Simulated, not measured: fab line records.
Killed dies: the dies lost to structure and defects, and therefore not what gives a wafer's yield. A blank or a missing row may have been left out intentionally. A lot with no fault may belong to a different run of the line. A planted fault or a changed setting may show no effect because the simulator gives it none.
The tool behind it: which one?	flow rit-cmos	14 lots with 42 wafers sampled at 2 steps, on a route of 202 steps

== WHAT EACH GAUGE READ, for each wafer ==
RIT_SDANNEAL_RS_MEAS_07: measures by four-point-probe.
lot	measured	on	NLDD_RS (ohm/sq)
L583	day 3 03:14	film-metro-02	151.4 151.1 151.3
L584	day 3 08:15	film-metro-02	151.3 151.9 151.7
L585	day 3 14:52	film-metro-02	151.8 151.7 152.0
L586	day 3 18:32	film-metro-04	151.6 151.9 151.8
L587	day 3 23:22	film-metro-04	152.5 152.6 152.1
L591	day 4 18:39	film-metro-04	152.0 152.2 152.6
L593	day 5 03:55	film-metro-02	152.7 152.3 152.8
L596	day 5 19:39	film-metro-03	152.3 152.1 152.9
L599	day 6 09:29	film-metro-04	152.9 152.3 152.6
L600	day 6 15:21	film-metro-03	152.2 152.3 151.9
L601	day 6 19:50	film-metro-04	152.3 152.2 151.5
L602	day 7 00:10	film-metro-04	151.8 152.1 151.7
L603	day 7 05:35	film-metro-03	152.0 152.3 151.9
L606	day 7 23:16	film-metro-02	151.5 151.3 152.6

== WHICH TOOL RAN EACH LOT (tool, then ch and the chambers of the sampled wafers, then the start) ==
lot	RIT_PLDD_DEVELOP_05
L583	litho-track-04 ch 0, day 2 19:00
L584	litho-track-01 ch 0, day 3 01:00
L585	litho-track-04 ch 0, day 3 07:00
L586	litho-track-04 ch 0, day 3 10:00
L587	litho-track-01 ch 0, day 3 16:00
L591	litho-track-03 ch 0, day 4 11:00
L593	litho-track-04 ch 0, day 4 20:00
L596	litho-track-01 ch 0, day 5 12:00
L599	litho-track-01 ch 0, day 6 02:00
L600	litho-track-01 ch 0, day 6 08:00
L601	litho-track-04 ch 0, day 6 12:00
L602	litho-track-03 ch 0, day 6 17:00
L603	litho-track-04 ch 0, day 6 22:00
L606	litho-track-04 ch 0, day 7 14:00
- RIT_PLDD_DEVELOP_05: develop time 50 s.

== WHAT THE TOOLS THEMSELVES READ (means of the sampled wafers that have a number; where no wafer has one, the mark that the record gives instead) ==
RIT_PLDD_DEVELOP_05.
lot	tool	developer-temp-C (C)	exhaust-pa (Pa)
L583	litho-track-04	22.96	45.7
L584	litho-track-01	22.86	44.4
L585	litho-track-04	23.06	44.1
L586	litho-track-04	23.02	44.3
L587	litho-track-01	23.07	45.3
L591	litho-track-03	23.10	45.4
L593	litho-track-04	23.01	44.8
L596	litho-track-01	23.03	45.7
L599	litho-track-01	22.17	45.4
L600	litho-track-01	22.06	46.1
L601	litho-track-04	23.01	44.7
L602	litho-track-03	22.95	44.1
L603	litho-track-04	22.95	46.0
L606	litho-track-04	23.14	45.2

== THE ANSWER, worked out from the rows above alone ==
Rule: the usual values come from the lots themselves. The widest of any qualifying gaps counts: lots, ordered by their means at a reading, are off when they make up no more than a third of the lots, leave a main group of 4 or more, and stand apart from it by 3 or more times the standard deviation of that group's means. Not used: any main group whose means are identical at the precision the tables above print for the reading. A lot without any number at a reading at which 4 lots or more have one is off too. Any other lot the step has rows for is counted as sound. After the gauges, taken in route order, come the tools' own readings; for these a lot's mean is taken, as printed above. The first step at which some lot is off is used, and at that step the reading that is off furthest; a lot without a number counts as furthest.
Off: L599, L600, at RIT_PLDD_DEVELOP_05 (developer-temp-C). For the main group the mean is 23.01 C and the standard deviation 0.073.
If a tool, at that step or one of the process steps before it, ran each lot that is off and ran no sound lot following the first of them, it fits. One fits: RIT_PLDD_DEVELOP_05 on litho-track-01. A fault onset in the window from L596 (day 5 12:00, its last sound lot) to L599 (day 6 02:00, its first lot off) fits.
The tool's own readings at RIT_PLDD_DEVELOP_05 bear it out: on the lots that are off they differ by more than 5 times the standard deviation of the sound lots' means. developer-temp-C reads 22.12 C there against 23.01 C on the sound lots.

== WHAT THE SIMULATOR HAD INSERTED ==
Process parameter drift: litho-track-01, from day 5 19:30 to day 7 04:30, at RIT_PLDD_DEVELOP_05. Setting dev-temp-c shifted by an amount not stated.
Shown lots that were struck: L599, L600. This agrees with what the rule above found.
